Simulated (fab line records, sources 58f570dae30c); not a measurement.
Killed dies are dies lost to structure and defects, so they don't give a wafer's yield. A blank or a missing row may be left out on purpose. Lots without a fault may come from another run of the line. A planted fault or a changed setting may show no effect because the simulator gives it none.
Which tool did it? | flow berkeley_cmos170 | 14 lots, 40 wafers sampled, at 1 step of a route of 331

WHAT THE GAUGES READ, wafer by wafer
The record holds no reading of a measuring or inspecting step that can be judged against a usual standard deviation.

WHICH TOOL RAN EACH LOT (tool, then ch and the chambers of the sampled wafers, then the start)
lot  | UCB170_PLDD_HMDS_00
L361 | litho_track-03 ch 0, day 8 11:05
L360 | litho_track-02 ch 0, day 8 11:14
L362 | litho_track-01 ch 0, day 8 11:28
L363 | litho_track-02 ch 0, day 8 11:43
L365 | litho_track-03 ch 0, day 8 19:53
L366 | litho_track-02 ch 0, day 8 20:11
L364 | litho_track-02 ch 0, day 8 20:35
L367 | litho_track-03 ch 0, day 9 04:08
L369 | litho_track-02 ch 0, day 9 12:29
L371 | litho_track-02 ch 0, day 10 05:04
L378 | litho_track-02 ch 0, day 11 09:50
L376 | litho_track-02 ch 0, day 11 10:13
L381 | litho_track-01 ch 0, day 12 01:27
L380 | litho_track-01 ch 0, day 13 07:58
- UCB170_PLDD_HMDS_00: prime time 60 s.

WHAT THE TOOLS THEMSELVES READ (means of the sampled wafers that have a number; where no wafer has one, the mark that the record gives instead)
UCB170_PLDD_HMDS_00.
lot  | tool           | prime_temp_c (C)
L361 | litho_track-03 | 100.08
L360 | litho_track-02 | 99.89
L362 | litho_track-01 | 100.08
L363 | litho_track-02 | 99.99
L365 | litho_track-03 | 100.17
L366 | litho_track-02 | 99.81
L364 | litho_track-02 | 100.19
L367 | litho_track-03 | 99.96
L369 | litho_track-02 | 100.09
L371 | litho_track-02 | 100.13
L378 | litho_track-02 | 100.64
L376 | litho_track-02 | 100.81
L381 | litho_track-01 | 99.98
L380 | litho_track-01 | 100.06

THE ANSWER, worked out from the rows above alone
Rule: what is usual is taken from the lots themselves. Put in order of their means at a reading, lots are off if they are a third of the lots or fewer, leave a main group of 4 or more, and stand apart from it by a gap of 3 or more times the standard deviation of the main group's means; of several such gaps the widest counts. A main group whose means are all the same, to the digits that the tables above print for the reading, isn't used. A lot without any number at a reading at which 4 lots or more have one is off too. The other lots that the step has rows for count as sound. The gauges are gone through in route order, then the tools' own readings, and for those a lot's mean is taken as printed above. The first step at which some lot is off is used, and at that step the reading that is off furthest; a lot without a number counts as furthest.
Off: L378, L376, at UCB170_PLDD_HMDS_00 (prime_temp_c). The main group: mean 100.04 C, standard deviation 0.11.
A tool fits if, at that step or a process step before it, it ran every lot that is off, and no sound lot after the first of them. One fits: litho_track-02 at UCB170_PLDD_HMDS_00. Its last sound lot is L371 (day 10 05:04), its first lot that is off L378 (day 11 09:50): a fault that began between those two fits.
The tool's own readings at UCB170_PLDD_HMDS_00 bear it out: on the lots that are off they differ by more than 5 times the standard deviation of the sound lots' means. prime_temp_c reads 100.72 C there against 100.04 C on the sound lots.

WHAT THE SIMULATOR HAD PUT IN
Process parameter drift: litho_track-02, from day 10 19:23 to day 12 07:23, at UCB170_PLDD_HMDS_00. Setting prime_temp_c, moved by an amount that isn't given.
Lots struck among those shown: L378, L376. The rule above found the same.
